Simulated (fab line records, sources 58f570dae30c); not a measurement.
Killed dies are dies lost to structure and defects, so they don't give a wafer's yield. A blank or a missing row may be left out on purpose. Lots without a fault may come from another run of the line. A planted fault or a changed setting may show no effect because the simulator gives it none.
Chamber matching | flow berkeley_cmos170 | UCB170_CONTACT_ETCH_17 on rie_diel-02: 4 sister chambers
The step etches BARC in N2/H2. 8 wafers are shown with their chamber, then 7 later ones without.

WAFERS WITH THEIR CHAMBER
wafer  | chamber | oes_product_au (a.u.) | throttle_valve_pct (%)
L101.2 | 2       | 0.969                 | 13.26
L100.2 | 0       | 0.996                 | 13.33
L100.6 | 3       | 0.994                 | 13.42
L102.2 | 2       | 0.978                 | 13.28
L102.4 | 0       | 0.996                 | 13.34
L102.6 | 1       | 1.049                 | 13.29
L105.1 | 3       | 1.003                 | 13.42
L105.2 | 1       | 1.038                 | 13.30

WAFERS WITHOUT THEIR CHAMBER
wafer  | oes_product_au (a.u.) | throttle_valve_pct (%)
L105.6 | 0.996                 | 13.34
L104.1 | 1.001                 | 13.43
L104.2 | 0.993                 | 13.33
L104.4 | 0.976                 | 13.28
L110.2 | 0.978                 | 13.28
L110.3 | 0.992                 | 13.34
L110.5 | 0.985                 | 13.32

WHICH CHAMBER EACH WENT THROUGH
wafer  | from the rows above | in truth
L105.6 | 0                   | 0
L104.1 | 3                   | 3
L104.2 | 0                   | 0
L104.4 | 2                   | 2
L110.2 | 2                   | 2
L110.3 | 0                   | 0
L110.5 | 0                   | 0
Placed correctly: 7 of 7. Can't be placed from these rows: 0. Placed wrongly: 0.
How it was worked out, from the rows above alone: a wafer's distance from a chamber is the root of the sum, over the readings, of the square of ((its reading less the chamber's mean) divided by the reading's scatter). The wafer belongs to the nearest chamber; if the next one is less than 2 further off, it can't be placed. A chamber's mean is the mean of its shown wafers. The scatter: the root of (the sum of the squares of (reading less its chamber's mean) over the shown wafers, divided by (wafers less chambers)).
